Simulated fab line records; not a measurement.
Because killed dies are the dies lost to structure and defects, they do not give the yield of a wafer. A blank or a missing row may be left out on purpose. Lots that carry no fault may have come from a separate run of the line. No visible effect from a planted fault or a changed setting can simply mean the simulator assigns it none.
Check for tools in common ; flow berkeleyCmos170 ; 42 wafers sampled across 14 lots

REASON IT WAS OPENED
UCB170_SDANNEAL_RS_MEAS_04, reading PLDD_RS: flagged on 2 of 14 lots. Wafers without a fault read 1031.8 ohm/sq, standard deviation 2.8.
Rule: a lot is flagged when every wafer of it that has a number lies more than 4 standard deviations from that mean, or none has a number. As for the other lots, they are considered sound.

lot;measured;on;PLDD_RS (ohm/sq), wafer by wafer;flag
L973;day 7 19:14;filmMetro-02;1030.7 1032.6 1032.8;
L976;day 8 00:38;filmMetro-04;1032.7 1032.8 1031.5;
L975;day 8 00:49;filmMetro-03;1029.6 1032.4 1030.9;
L974;day 8 01:21;filmMetro-04;1030.1 1029.9 1031.7;
L977;day 8 23:46;filmMetro-02;1035.9 1038.9 1036.3;
L980;day 9 10:24;filmMetro-03;1028.7 1031.7 1033.4;
L984;day 9 10:43;filmMetro-04;1028.0 1029.7 1031.3;
L983;day 9 11:00;filmMetro-02;1032.6 1030.4 1030.5;
L982;day 9 11:16;filmMetro-04;966.2 966.6 966.5;FLAGGED
L987;day 10 17:25;filmMetro-02;1036.7 1037.9 1039.8;
L989;day 11 07:20;filmMetro-03;972.6 971.1 973.0;FLAGGED
L993;day 11 22:10;filmMetro-02;1030.7 1032.4 1029.4;
L995;day 11 22:44;filmMetro-02;1030.5 1036.5 1032.2;
L996;day 13 00:26;filmMetro-03;1033.0 1031.1 1031.4;
The mean of the flagged lots' numbers is 969.3 ohm/sq, -62.5 ohm/sq from the usual (-22 standard deviations).

LOT BY LOT: THE TOOL USED
The record holds 1 process step before the reading, out of a route of 331 steps. Every cell lists first the tool, next ch and the chambers used by the sampled wafers, and last the start.
lot;flag;UCB170_PLDD_IMPLANT_08
L973;;implanter-03 ch 0, day 7 05:10
L976;;implanter-03 ch 0, day 7 11:43
L975;;implanter-04 ch 0, day 7 12:26
L974;;implanter-02 ch 0, day 7 12:47
L977;;implanter-03 ch 0, day 8 06:21
L980;;implanter-03 ch 0, day 8 15:49
L984;;implanter-02 ch 0, day 8 20:16
L983;;implanter-03 ch 0, day 8 20:33
L982;FLAGGED;implanter-03 ch 0, day 8 21:16
L987;;implanter-04 ch 0, day 10 03:23
L989;FLAGGED;implanter-03 ch 0, day 10 16:53
L993;;implanter-04 ch 0, day 11 07:59
L995;;implanter-04 ch 0, day 11 11:07
L996;;implanter-02 ch 0, day 12 10:52
These steps, and what they do:
- UCB170_PLDD_IMPLANT_08
- UCB170_SDANNEAL_RS_MEAS_04: measures by four-point-probe.

FLAGGED OVER TOTAL, TOOL BY TOOL (the gauges that took the reading come last)
step;tool;lots run;flagged;share of the flagged lots;sound lots run after its first flagged lot
UCB170_PLDD_IMPLANT_08;implanter-02;3;0;none;-
UCB170_PLDD_IMPLANT_08;implanter-03;7;2;all;0
UCB170_PLDD_IMPLANT_08;implanter-04;4;0;none;-
UCB170_SDANNEAL_RS_MEAS_04;filmMetro-02;6;0;none;-
UCB170_SDANNEAL_RS_MEAS_04;filmMetro-03;4;1;some;1 (L996)
UCB170_SDANNEAL_RS_MEAS_04;filmMetro-04;4;1;some;0

WHAT THE TABLE ALLOWS
Rows of the table that ran each flagged lot: 1, that is implanter-03 at UCB170_PLDD_IMPLANT_08.
- implanter-03 at UCB170_PLDD_IMPLANT_08 ran 7 lots, 2 of them flagged. Last sound lot L983 at day 8 20:33, first flagged lot L982 at day 8 21:16; a fault beginning in between fits. Its own readings lie more than 4 standard deviations out on every wafer of the flagged lots: doseIonsCm2, faradayCurrentUA.
Left over: one tool, implanter-03 at UCB170_PLDD_IMPLANT_08.

WHAT HAD BEEN PUT IN BY THE SIMULATOR
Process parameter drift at UCB170_PLDD_IMPLANT_08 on implanter-03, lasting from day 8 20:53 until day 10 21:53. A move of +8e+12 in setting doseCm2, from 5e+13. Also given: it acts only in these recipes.
Lots struck among those shown: L982, L989. The same result came from the rule above.
